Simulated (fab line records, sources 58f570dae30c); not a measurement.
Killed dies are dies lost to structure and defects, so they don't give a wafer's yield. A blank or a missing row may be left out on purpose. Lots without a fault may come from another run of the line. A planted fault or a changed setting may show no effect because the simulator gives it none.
fab line records | flow berkeley_cmos170
record lots=14 wafers=42 last_day=11
route steps=331 shown PWELL@47 ACTIVE@75 PFIELD@85 NLDD@166
lots that met no fault: from a run of the same line without faults
start_h: hours from the record's first day to the start of the lot's first wafer shown | wait_h: hours since the lot's step before | " the same as in the row above | L1.1+2: a row that stands for several wafers | - no value, or no start given | * or withheld: withheld | < > ~ a bound
route shown NAME@n: a module of which the file shows steps, and the number in the route of the first | usual: mean/standard deviation of fault-free wafers | same: alike in all rows | chamber/n: place in a boat | sites: the reading at each site | _std_site: their standard deviation | _edge_site: outer sites' mean less inner sites' | radius_mm: how far each site lies from the wafer's centre | mask NAME#n: copy n | behind: the tool/chamber that last shaped the wafer | hold: why the lot was held/for how many hours/how that ended | device: the transistor (n, p or np) that didn't switch | end of line: the same wafers' tests at the end of the route | a step without rows: its recipe alone | killed: dies lost to structure and defects at the first sort, not the wafer's yield | map: a wafer's dies, x killed, . not, _ none there
set.NAME: the setting as run; set.NAME@STEP: as run at that earlier step | model.NAME: the simulator's own value behind a step, which no gauge read
steps of the route over a sample of lots; a table a step, a row a wafer
services: from which hour (start_h, from the record's first day; less than 0 if before it) a tool's chamber was out of use, for how many hours, and why
## steps
# step UCB170_PWELL_OVL_MEAS_13
# usual PWELL_OVL=-2/4.8
# columns lot.wafer tool chamber start_h wait_h PWELL_OVL[nm]
L290.2 overlay-02 - 59.92 - -6
L290.5 " - " " -8
L290.6 " - " " -11
L292.1 overlay-02 - 69.19 - 2
L292.4 " - " " -3
L292.6 " - " " 1
L293.2 overlay-01 - 69.44 - -3
L293.3 " - " " -9
L293.5 " - " " -3
L295.2 overlay-01 - 83.72 - 1
L295.3 " - " " -5
L295.4 " - " " -7
L299.1 overlay-02 - 92.52 - -1
L299.2 " - " " 3
L299.3 " - " " -4
L300.2 overlay-02 - 99.05 - -2
L300.3 " - " " 3
L300.5 " - " " 1
L301.1 overlay-02 - 106.20 - 0
L301.2 " - " " -4
L301.5 " - " " -1
L306.2 overlay-01 - 132.52 - 2
L306.4 " - " " 2
L306.6 " - " " 4
L305.1 overlay-02 - 132.70 - 6
L305.5 " - " " -1
L305.6 " - " " -4
L307.1 overlay-01 - 143.12 - 3
L307.4 " - " " -2
L307.6 " - " " -3
L308.1 overlay-01 - 147.84 - 3
L308.4 " - " " -8
L308.6 " - " " -6
L309.1 overlay-01 - 155.28 - -9
L309.4 " - " " -2
L309.6 " - " " 4
L311.1 overlay-02 - 159.34 - -5
L311.4 " - " " -5
L311.6 " - " " -4
L312.3 overlay-02 - 168.94 - -3
L312.4 " - " " -4
L312.5 " - " " -6
# step UCB170_ACTIVE_ETCH_15
# recipe chemistry=CH3F/Ar/O2 target=Si3N4 stop_on=SiO2 CH3F_flow_sccm=20 Ar_flow_sccm=50 O2_flow_sccm=7 pressure_mtorr=50 rf_w=450 target_depth_a=2420 over_etch_frac=0.1 time_s=151
# usual drypump_motor_current_A=5.60/0.23 oes_product_au=0.950/0.014 rf_fwd_power_W=447.7/1.4 throttle_valve_pct=8.11/0.13
# same time_s=151
# columns lot.wafer tool chamber start_h wait_h drypump_motor_current_A oes_product_au rf_fwd_power_W rf_hours_counter_h throttle_valve_pct
L290.2 rie_diel-02 3 85.15 0.0 5.63 0.942 446.8 90 7.94
L290.5 " 0 " " 5.21 0.956 446.4 - 8.12
L290.6 " 3 " " 5.62 0.944 448.9 - 7.95
L293.2 rie_diel-01 1 99.35 0.0 5.67 0.931 445.9 47 8.07
L293.3 " 2 " " 5.46 0.950 444.9 92 8.10
L293.5 " 0 " " 5.68 0.964 450.4 - 8.30
L292.1 rie_diel-02 3 99.59 0.0 5.61 0.945 448.5 91 7.96
L292.4 " 0 " " 5.20 0.972 449.4 145 8.13
L292.6 " 2 " " 5.62 0.966 448.5 - 8.11
L295.2 rie_diel-02 3 107.94 0.0 5.63 0.928 450.7 91 7.94
L295.3 " 2 " " 5.67 0.941 450.5 80 8.09
L295.4 " 0 " " 5.18 0.956 447.4 145 8.10
L299.1 rie_diel-01 2 120.07 0.0 5.49 0.952 445.9 93 8.08
L299.2 " 1 " " 5.67 0.924 449.0 48 8.07
L299.3 " 3 " " 5.93 0.947 449.4 82 8.22
L300.2 rie_diel-01 3 126.27 0.0 5.86 0.960 445.7 83 8.24
L300.3 " 0 " " 5.70 0.972 447.8 53 8.31
L300.5 " 2 " " 5.48 0.956 447.2 - 8.09
L301.1 rie_diel-01 3 140.60 0.0 5.91 0.930 446.5 83 8.22
L301.2 " 2 " " 5.42 0.941 446.7 93 8.09
L301.5 " 0 " " 5.70 0.945 447.0 - 8.30
L306.2 rie_diel-01 0 159.38 0.0 5.72 0.969 447.7 54 8.30
L306.4 " 2 " " 5.43 0.956 446.5 94 8.09
L306.6 " 3 " " 5.90 0.952 446.7 - 8.21
L305.1 rie_diel-02 3 159.62 0.0 5.64 0.951 448.4 94 7.96
L305.5 " 2 " " 5.70 0.953 447.0 - 8.10
L305.6 " 3 " " 5.64 0.939 450.5 - 7.95
L307.1 rie_diel-01 1 169.33 0.0 5.67 0.935 444.0 49 8.07
L307.4 " 2 " " 5.44 0.961 446.5 95 8.10
L307.6 " 1 " " 5.68 0.933 445.0 - 8.08
L308.1 rie_diel-01 2 173.03 0.0 5.44 0.949 446.2 95 8.09
L308.4 " 1 " " 5.68 0.926 448.1 49 8.07
L308.6 " 3 " " 5.92 0.942 447.9 - 8.22
L311.1 rie_diel-03 3 185.79 0.0 5.94 0.937 448.5 81 8.12
L311.4 " 0 " " 5.10 0.943 449.0 22 7.94
L311.6 " 2 " " 5.00 0.953 446.5 - 7.83
L309.1 rie_diel-01 0 186.26 0.0 5.72 0.976 447.2 56 8.31
L309.4 " 1 " " 5.68 0.949 447.6 - 8.08
L309.6 " 2 " " 5.49 0.954 444.3 - 8.10
L312.3 rie_diel-01 2 194.27 0.0 5.44 0.945 449.2 96 8.10
L312.4 " 3 " " 5.88 0.942 444.4 85 8.24
L312.5 " 1 " " 5.66 0.932 444.8 - 8.07
# step UCB170_PFIELD_OVL_MEAS_06
# usual PFIELD_OVL=-3/4.8
# columns lot.wafer tool chamber start_h wait_h PFIELD_OVL[nm]
L290.2 overlay-02 - 89.48 - 0
L290.5 " - " " -7
L290.6 " - " " -5
L293.2 overlay-01 - 100.88 - -10
L293.3 " - " " -8
L293.5 " - " " -4
L292.1 overlay-01 - 102.68 - 11
L292.4 " - " " 2
L292.6 " - " " -1
L295.2 overlay-02 - 109.90 - -1
L295.3 " - " " 5
L295.4 " - " " -2
L299.1 overlay-02 - 121.81 - -2
L299.2 " - " " -1
L299.3 " - " " 0
L300.2 overlay-01 - 127.61 - -9
L300.3 " - " " -10
L300.5 " - " " -10
L301.1 overlay-02 - 142.29 - 0
L301.2 " - " " 3
L301.5 " - " " -2
L306.2 overlay-02 - 161.78 - -9
L306.4 " - " " -4
L306.6 " - " " 0
L305.1 overlay-01 - 162.57 - -7
L305.5 " - " " -1
L305.6 " - " " 1
L307.1 overlay-01 - 173.10 - -1
L307.4 " - " " -1
L307.6 " - " " -1
L308.1 overlay-02 - 176.66 - 1
L308.4 " - " " -2
L308.6 " - " " 1
L311.1 overlay-01 - 189.16 - -1
L311.4 " - " " 0
L311.6 " - " " -8
L309.1 overlay-02 - 189.26 - -6
L309.4 " - " " -7
L309.6 " - " " -4
L312.3 overlay-02 - 197.20 - -2
L312.4 " - " " -3
L312.5 " - " " 0
# step UCB170_NLDD_IMPLANT_08
# recipe species=As dose_cm2=5e+13 energy_kev=30 tilt_deg=7 rotation_deg=0
# usual dose_ions_cm2=5e+13/5.7e+10 faraday_current_uA=158/3.2 rotation_deg=0.002/0.021
# columns lot.wafer tool chamber start_h wait_h dose_ions_cm2 faraday_current_uA rotation_deg
L290.2 implanter-01 0 140.27 0.0 5.006e+13 162 -0.054
L290.5 " 0 " " 5.004e+13 162 -0.032
L290.6 " 0 " " 5e+13 159 -0.041
L293.2 implanter-03 0 157.22 0.0 5.004e+13 159 0.003
L293.3 " 0 " " 5.008e+13 156 0.015
L293.5 " 0 " " 5.005e+13 156 -0.028
L292.1 implanter-02 0 157.33 0.0 5.001e+13 161 -0.005
L292.4 " 0 " " 5.002e+13 155 0.002
L292.6 " 0 " " 4.994e+13 158 -0.008
L295.2 implanter-02 0 157.66 0.1 4.988e+13 160 -0.004
L295.3 " 0 " " 4.997e+13 155 0.011
L295.4 " 0 " " 4.998e+13 164 -0.017
L299.1 implanter-01 0 167.16 0.0 4.994e+13 157 -0.011
L299.2 " 0 " " 4.993e+13 152 -0.014
L299.3 " 0 " " 4.993e+13 154 -0.018
L300.2 implanter-01 0 179.54 0.0 7.578e+13 239 -0.007
L300.3 " 0 " " 7.583e+13 239 0.003
L300.5 " 0 " " 7.585e+13 237 -0.018
L301.1 implanter-01 0 186.51 0.0 7.586e+13 247 0.001
L301.2 " 0 " " 7.578e+13 236 0.005
L301.5 " 0 " " 7.575e+13 246 0.006
L305.1 implanter-02 0 203.62 0.0 4.993e+13 166 0.032
L305.5 " 0 " " 5e+13 158 0.013
L305.6 " 0 " " 4.997e+13 150 0.033
L306.2 implanter-03 0 203.87 0.0 5.005e+13 160 -0.016
L306.4 " 0 " " 5.006e+13 156 -0.001
L306.6 " 0 " " 5.004e+13 162 0.006
L307.1 implanter-02 0 217.70 0.0 5.003e+13 156 -0.003
L307.4 " 0 " " 4.995e+13 155 -0.011
L307.6 " 0 " " 4.999e+13 149 -0.009
L308.1 implanter-02 0 224.12 0.0 5.006e+13 158 -0.023
L308.4 " 0 " " 4.989e+13 159 -0.023
L308.6 " 0 " " 4.995e+13 162 0.011
L309.1 implanter-02 0 231.10 0.0 4.994e+13 160 0.006
L309.4 " 0 " " 5e+13 163 -0.004
L309.6 " 0 " " 5.004e+13 158 0.028
L311.1 implanter-03 0 231.38 0.0 4.996e+13 158 0.008
L311.4 " 0 " " 4.994e+13 153 0.017
L311.6 " 0 " " 4.994e+13 157 -0.001
L312.3 implanter-02 0 242.90 0.1 5.006e+13 160 0.018
L312.4 " 0 " " 4.999e+13 166 0.004
L312.5 " 0 " " 4.997e+13 160 -0.020
# step UCB170_NLDD_TW_MEAS_11
# usual NLDD_TW=2234/13
# columns lot.wafer tool chamber start_h wait_h NLDD_TW
L290.2 film_metro-04 - 140.65 0.1 2253
L290.5 " - " " 2255
L290.6 " - " " 2251
L293.2 film_metro-03 - 157.61 0.1 2225
L293.3 " - " " 2223
L293.5 " - " " 2219
L292.1 film_metro-04 - 157.73 0.1 2259
L292.4 " - " " 2245
L292.6 " - " " 2255
L295.2 film_metro-03 - 158.04 0.1 2224
L295.3 " - " " 2219
L295.4 " - " " 2227
L299.1 film_metro-01 - 167.56 0.1 2252
L299.2 " - " " 2246
L299.3 " - " " 2249
L300.2 film_metro-04 - 179.93 0.1 2395
L300.3 " - " " 2400
L300.5 " - " " 2403
L301.1 film_metro-01 - 186.91 0.1 2364
L301.2 " - " " 2357
L301.5 " - " " 2350
L305.1 film_metro-03 - 204.02 0.1 2222
L305.5 " - " " 2231
L305.6 " - " " 2222
L306.2 film_metro-03 - 204.30 0.1 2228
L306.4 " - " " 2221
L306.6 " - " " 2221
L307.1 film_metro-03 - 218.10 0.1 2225
L307.4 " - " " 2235
L307.6 " - " " 2236
L308.1 film_metro-04 - 224.52 0.1 2250
L308.4 " - " " 2249
L308.6 " - " " 2241
L309.1 film_metro-04 - 231.50 0.1 2245
L309.4 " - " " 2249
L309.6 " - " " 2248
L311.1 film_metro-01 - 231.78 0.1 2233
L311.4 " - " " 2247
L311.6 " - " " 2234
L312.3 film_metro-01 - 243.27 0.1 2218
L312.4 " - " " 2218
L312.5 " - " " 2219
# step UCB170_SDANNEAL_RS_MEAS_05
# recipe thk_meas_gauge=four-point-probe
# usual NLDD_RS=615.7/1.3
# columns lot.wafer tool chamber start_h wait_h NLDD_RS[ohm/sq]
L290.2 film_metro-03 - 151.15 0.1 614.9
L290.5 " - " " 618.0
L290.6 " - " " 616.9
L292.1 film_metro-04 - 167.14 0.1 615.6
L292.4 " - " " 616.1
L292.6 " - " " 617.3
L293.2 film_metro-04 - 167.64 0.1 615.5
L293.3 " - " " 616.0
L293.5 " - " " 615.6
L295.2 film_metro-03 - 168.02 0.1 616.0
L295.3 " - " " 616.3
L295.4 " - " " 616.8
L299.1 film_metro-03 - 178.21 0.1 613.9
L299.2 " - " " 615.4
L299.3 " - " " 613.5
L300.2 film_metro-03 - 195.34 0.1 525.8
L300.3 " - " " 526.3
L300.5 " - " " 525.3
L301.1 film_metro-01 - 200.59 0.1 526.8
L301.2 " - " " 526.5
L301.5 " - " " 526.4
L306.2 film_metro-03 - 212.48 0.1 614.9
L306.4 " - " " 615.7
L306.6 " - " " 617.4
L305.1 film_metro-04 - 212.82 0.1 616.8
L305.5 " - " " 617.5
L305.6 " - " " 614.9
L307.1 film_metro-01 - 229.07 0.1 616.0
L307.4 " - " " 615.9
L307.6 " - " " 613.7
L308.1 film_metro-01 - 236.66 0.1 614.4
L308.4 " - " " 613.7
L308.6 " - " " 614.1
L309.1 film_metro-01 - 240.97 0.1 615.1
L309.4 " - " " 615.0
L309.6 " - " " 614.2
L311.1 film_metro-03 - 241.14 0.1 619.2
L311.4 " - " " 615.7
L311.6 " - " " 616.9
L312.3 film_metro-03 - 252.72 0.1 615.3
L312.4 " - " " 616.5
L312.5 " - " " 615.4
## services
# columns tool chamber start_h hours kind
rie_diel-03 3 87.26 10.4 repair
implanter-03 - 125.25 2.0 repair
rie_diel-01 1 126.14 3.7 repair
rie_diel-03 2 130.52 6.6 repair
rie_diel-03 0 139.13 9.1 repair
implanter-01 - 156.96 3.1 repair
implanter-03 - 164.07 4.3 repair
implanter-03 - 164.65 4.2 repair
rie_diel-01 2 177.55 3.7 repair
rie_diel-01 3 180.08 7.1 repair
rie_diel-02 0 186.63 - clean
rie_diel-02 0 186.63 22.8 scheduled_down
rie_diel-02 0 186.63 22.8 vent_cycle
rie_diel-03 - 203.80 4.0 pm
implanter-02 - 209.04 2.7 repair
rie_diel-01 2 225.83 22.1 repair
implanter-02 - 226.06 4.7 pm
rie_diel-01 0 231.72 3.4 repair
## key
first_sign step=UCB170_NLDD_IMPLANT_08 reading=dose_ions_cm2 direction=up sigmas=99+ usual=5e+13 struck=7.581e+13
effect step=UCB170_NLDD_IMPLANT_08 reading=faraday_current_uA direction=up sigmas=26 usual=158 struck=241
effect step=UCB170_NLDD_TW_MEAS_11 reading=NLDD_TW direction=up sigmas=11 usual=2234 struck=2378
effect step=UCB170_SDANNEAL_RS_MEAS_05 reading=NLDD_RS direction=down sigmas=67 usual=615.7 struck=526.2
met_at UCB170_NLDD_IMPLANT_08
struck_lots L300,L301
tester_left_out L300,L301
not_acting_at UCB170_PWELL_OVL_MEAS_13,UCB170_ACTIVE_ETCH_15,UCB170_PFIELD_OVL_MEAS_06
onset_between 167.16 179.54
fault kind=process_parameter_drift tool=implanter-01 chamber=- onset_h=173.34 steps=UCB170_NLDD_IMPLANT_08 channel=dose_cm2 offset=2.5759e+13 shape=step end_h=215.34 acts_in=these_recipes_only stated=5e+13
# tester_left_out: of these lots the tester's yield and bins aren't shown, on N5 and GAA mostly nor the transistor test; their killed dies are dies lost to structure and defects alone, not to doping, threshold or leakage, so they don't give the yield
